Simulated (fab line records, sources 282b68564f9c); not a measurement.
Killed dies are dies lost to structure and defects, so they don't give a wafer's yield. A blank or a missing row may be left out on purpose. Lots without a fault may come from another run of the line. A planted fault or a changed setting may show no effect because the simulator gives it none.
Which tool did it? | flow rit_cmos | 14 lots, 42 wafers sampled, at 2 steps of a route of 202

WHAT THE GAUGES READ, wafer by wafer
The record holds no reading of a measuring or inspecting step that can be judged against a usual standard deviation.

WHICH TOOL RAN EACH LOT (tool, then ch and the chambers of the sampled wafers, then the start)
lot  | RIT_GATE_CLEAN_02              | RIT_M1_PROBE_99
L348 | wet_bench-04 ch 1, day 2 15:11 | -
L349 | wet_bench-01 ch 2, day 2 19:22 | -
L350 | wet_bench-01 ch 1, day 3 00:34 | -
L351 | wet_bench-04 ch 3, day 3 05:52 | -
L352 | wet_bench-01 ch 2, day 3 12:05 | -
L353 | wet_bench-04 ch 2, day 3 17:42 | -
L354 | wet_bench-04 ch 3, day 3 19:56 | -
L355 | wet_bench-04 ch 3, day 4 01:11 | -
L356 | wet_bench-02 ch 1, day 4 06:28 | -
L357 | wet_bench-01 ch 3, day 4 11:52 | -
L359 | wet_bench-04 ch 1, day 5 00:28 | prober-01, day 6 04:05
L362 | wet_bench-04 ch 1, day 5 14:43 | prober-02, day 6 19:01
L368 | wet_bench-02 ch 0, day 6 19:49 | -
L369 | wet_bench-01 ch 3, day 7 01:04 | -
- RIT_GATE_CLEAN_02: cleans in dHF, time 30.81 s.
- RIT_M1_PROBE_99

WHAT THE TOOLS THEMSELVES READ (means of the sampled wafers that have a number; where no wafer has one, the mark that the record gives instead)
RIT_M1_PROBE_99. Usual: killed_at_contacts 0.0, standard deviation 0.22; killed_at_front_end 7, standard deviation 3.3; killed_dies 7, standard deviation 3.3; killed_on_rim 1.9, standard deviation 1.4; killed_open 3.3, standard deviation 1.9; killed_short 3.6, standard deviation 2.1.
lot  | tool      | killed_at_contacts | killed_at_front_end | killed_dies | killed_on_rim | killed_open | killed_short | flag
L359 | prober-01 | 0.0                | 20                  | 20          | 9.7           | 3.3         | 3.3          | OFF
L362 | prober-02 | 0.0                | 21                  | 21          | 9.7           | 2.0         | 5.7          | OFF

THE ANSWER, worked out from the rows above alone
Rule: a lot is off if the mean of its wafers that have a number lies more than 3 standard deviations from the usual mean. A lot without any number at a reading at which 4 lots or more have one is off too. The other lots that the step has rows for count as sound. The gauges are gone through in route order, then the tools' own readings, and for those a lot's mean is taken as printed above. The first step at which some lot is off is used, and at that step the reading that is off furthest; a lot without a number counts as furthest.
Off: L359, L362, at RIT_M1_PROBE_99 (killed_on_rim). Neither off nor sound, because the step has no rows for them: L348, L349, L350, L351, L352, L353, L354, L355, L356, L357, L368, L369.
A tool fits if, at that step or a process step before it, it ran every lot that is off, and no sound lot after the first of them. One fits: wet_bench-04 at RIT_GATE_CLEAN_02. It ran no sound lot before its first lot that is off in this sample, so the start can't be narrowed down.

WHAT THE SIMULATOR HAD PUT IN
Chamber particle source: wet_bench-04, from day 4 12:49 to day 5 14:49, at RIT_GATE_CLEAN_02. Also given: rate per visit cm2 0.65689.
Lots struck among those shown: L359, L362. The rule above found the same.
